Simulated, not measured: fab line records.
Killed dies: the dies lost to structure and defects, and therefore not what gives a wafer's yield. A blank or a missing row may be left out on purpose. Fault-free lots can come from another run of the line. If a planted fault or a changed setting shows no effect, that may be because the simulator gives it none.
A struck lot beside a sound one -- flow rit cmos -- 44 steps out of a route of 202
Sound: these wafers, L995.2, L995.4, L995.6. Wafers L105.2, L105.3, L105.6 were the ones struck. Last of all comes the cause.
For every step that has rows: the tool of each side, followed by ch and its chambers, followed by its first start. Under that, the readings that differ: sound wafers -- struck wafers -- difference of the means -- sigmas: that difference in standard deviations of wafers without a fault.
alike: readings with means less than 2 such deviations apart, plus words and numbers identical on both sides. not compared: withheld readings, readings lacking a value on some wafer, bounds such as >300 that could conceal the same value, and numbers that have no deviation in the record and whose values overlap.
The two part at a step that has a row with sigmas, a row that says differs or no value, or rows on one side only. Numbers that don't overlap but have no deviation are shown without sigmas and don't part them. A reading that every wafer of one side lacks parts them only if that side has two wafers or more.

first, 3 steps without rows for these wafers: RIT_GATE_EXPOSE_13 (exposes mask M6, target cd 150 nm); RIT_GATE_PEB_14; RIT_GATE_DEVELOP_15 (develop time 50 s).
RIT_GATE_CD_MEAS_16: target cd 150 nm.
  sound on cd sem-01 at day 4 00:19; struck on cd sem-02 at day 5 23:32
  alike: cd nm
RIT_GATE_OVL_MEAS_17:
  sound on overlay-02 at day 4 00:25; struck on overlay-01 at day 5 23:39
  alike: GATE_OVL
then, 1 step without rows for these wafers: RIT_GATE_HARDBAKE_18 (time 60 s).
RIT_GATE_ETCH_19: etches poly-Si in SF6/CHF3/O2, stops on SiO2, time 165 s, target depth 312.5 nm.
  sound on rie si-02 ch 0,2, day 4 00:44; struck on rie si-02 ch 2,3, day 5 23:50
  alike: drypump motor current A, oes product au, rf fwd power W, throttle valve pct
  not compared: rf hours counter h
RIT_GATE_STRIP_20: strips in O2, time 180 s.
  sound on plasma asher-02 ch 0, day 4 00:50; struck on plasma asher-02 ch 0,1, day 5 23:56
  alike: drypump motor current A
  not compared: rf hours counter h
RIT_GATE_CD_MEAS_90: target cd 150 nm.
  sound on cd sem-02 at day 4 01:02; struck on cd sem-01 at day 6 00:08
  alike: cd nm
then, 3 steps without rows for these wafers: RIT_REOX_CLEAN_00 (cleans in SC1, time 600 s); RIT_REOX_CLEAN_01 (cleans in dHF, time 30 s); RIT_REOX_CLEAN_02 (cleans in SC2, time 600 s).
RIT_REOX_OXIDATION_03: target thk 25.2 nm, ox time 5580 s.
  sound on furnace-03 ch 0, day 4 01:30; struck on furnace-04 ch 0, day 6 01:57
reading,sound,struck,difference,sigmas
model.SiO2_of_REOX_OXIDATION_03.thk nm (nm),24.99 24.76 24.87,32.55 32.17 32.81,+7.64,
model.poly-Si_of_GATE_CVD_08.thk nm (nm),232.6 232.9 231,225 226.2 227.1,-6,
RIT_REOX_THK_MEAS_04:
  sound on film metro-03 at day 4 04:04; struck on film metro-03 at day 6 04:31
reading,sound,struck,difference,sigmas
REOX_OXIDE_THK (nm),25.0 24.7 24.9,32.5 32.2 32.8,+7.6,+15
then, 6 steps without rows for these wafers: RIT_NLDD_HMDS_00 (prime time 60 s); RIT_NLDD_COAT_01 (resist thk 1000 nm); RIT_NLDD_SOFTBAKE_02 (time 60 s); RIT_NLDD_EXPOSE_03 (exposes mask M7, target cd 40700 nm); RIT_NLDD_PEB_04; RIT_NLDD_DEVELOP_05 (develop time 50 s).
RIT_NLDD_OVL_MEAS_06:
  sound on overlay-02 at day 4 05:08; struck on overlay-01 at day 6 05:25
  alike: NLDD_OVL
then, 2 steps without rows for these wafers: RIT_NLDD_HARDBAKE_07 (time 60 s); RIT_NLDD_IMPLANT_08.
RIT_NLDD_STRIP_09: strips in O2, time 180 s.
  sound on plasma asher-01 ch 0,1, day 4 05:28; struck on plasma asher-03 ch 0,1, day 6 05:45
  alike: drypump motor current A
  not compared: rf hours counter h
RIT_NLDD_TW_MEAS_10:
  sound on film metro-01 at day 4 05:38; struck on film metro-04 at day 6 05:56
reading,sound,struck,difference,sigmas
NLDD_TW,2525 2510 2509,2472 2454 2468,-50,-2
then, 6 steps without rows for these wafers: RIT_PLDD_HMDS_00 (prime time 60 s); RIT_PLDD_COAT_01 (resist thk 1000 nm); RIT_PLDD_SOFTBAKE_02 (time 60 s); RIT_PLDD_EXPOSE_03 (exposes mask M8, target cd 40900 nm); RIT_PLDD_PEB_04; RIT_PLDD_DEVELOP_05 (develop time 50 s).
RIT_PLDD_OVL_MEAS_06:
  sound on overlay-02 at day 4 06:40; struck on overlay-02 at day 6 06:58
reading,sound,struck,difference,sigmas
PLDD_OVL (nm),-0.3 0.9 1.4,-2.3 -4.0 -2.7,-3.7,-3
then, 2 steps without rows for these wafers: RIT_PLDD_HARDBAKE_07 (time 60 s); RIT_PLDD_IMPLANT_08.
RIT_PLDD_STRIP_09: strips in O2, time 180 s.
  sound on plasma asher-03 ch 0,1, day 4 07:00; struck on plasma asher-02 ch 0, day 6 07:18
  alike: drypump motor current A
  not compared: rf hours counter h
RIT_PLDD_TW_MEAS_10:
  sound on film metro-04 at day 4 07:11; struck on film metro-02 at day 6 07:29
  alike: PLDD_TW
RIT_SPACER_CLEAN_00: cleans in SC1, time 600 s.
  sound on wet bench-01 ch 2, day 4 07:14; struck on wet bench-02 ch 3, day 6 07:32
reading,sound,struck,difference,sigmas
model.SiO2_of_REOX_OXIDATION_03.thk nm (nm),23.09 22.87 22.97,30 29.65 30.26,+7,
then, 3 steps without rows for these wafers: RIT_SPACER_CLEAN_01 (cleans in dHF, time 30 s); RIT_SPACER_CLEAN_02 (cleans in SC2, time 600 s); RIT_SPACER_CVD_03 (deposits Si3N4 from SiH2Cl2/NH3, target thk 250 nm, time 3300 s).
RIT_SPACER_THK_MEAS_04:
  sound on film metro-01 at day 4 09:34; struck on film metro-03 at day 6 10:11
  alike: SPACER_NITRIDE_THK
RIT_SPACER_ETCHBACK_05: etches Si3N4 in SF6/CHF3, stops on SiO2, target depth 250 nm, time 240 s.
  sound on rie diel-04 ch 1,3, day 4 09:37; struck on rie diel-04 ch 2,3, day 6 10:14
  alike: drypump motor current A, oes product au, rf fwd power W, throttle valve pct
  not compared: rf hours counter h
RIT_SDANNEAL_CLEAN_02: cleans in SC2, time 600 s.
  sound on wet bench-04 ch 3, day 4 12:56; struck on wet bench-03 ch 1, day 6 13:25
reading,sound,struck,difference,sigmas
model.poly-Si_of_GATE_CVD_08.thk nm (nm),162.5 161.6 160.5,154.7 154.6 156.1,-6.4,
RIT_M1_PROBE_99:
  sound on prober-01 at day 4 20:45; struck on prober-02 at day 6 21:17
reading,sound,struck,difference,sigmas
killed_at_M0_to_M3,0 0 0,0 0 1,+0,+2
model.etest.pmos turned.r on ohm um,3604 3551 3554,6086 5783 6359,+2506,
model.etest.pmos_0p3.r on ohm um,6506 6435 6494,7224 7182 7273,+748,
model.etest.pmos_0p15.r on ohm um,2927 2896 2915,3814 3742 3845,+888,
model.etest.pldd.rs ohm sq,508.6 498.5 504.8,1071 1008 1104,+557,
model.etest.nmos_0p15.r on ohm um,1156 1166 1161,1596 1573 1603,+430,
model.etest.nmos_0p3.r on ohm um,2190 2220 2182,2565 2553 2562,+363,
model.etest.nldd.rs ohm sq,369.2 362.2 366.3,639 616.8 642.9,+267,
model.etest.pldd.line ohm um,162.5 159 157.7,334.7 314.2 342.6,+170.8,
  alike: killed at contacts, killed at front end, killed dies, killed open, killed short

## WHERE THEY PART
Last at RIT_M1_PROBE_99 as far as this record goes, first at RIT_REOX_THK_MEAS_04.

WHY: what had been put in by the simulator
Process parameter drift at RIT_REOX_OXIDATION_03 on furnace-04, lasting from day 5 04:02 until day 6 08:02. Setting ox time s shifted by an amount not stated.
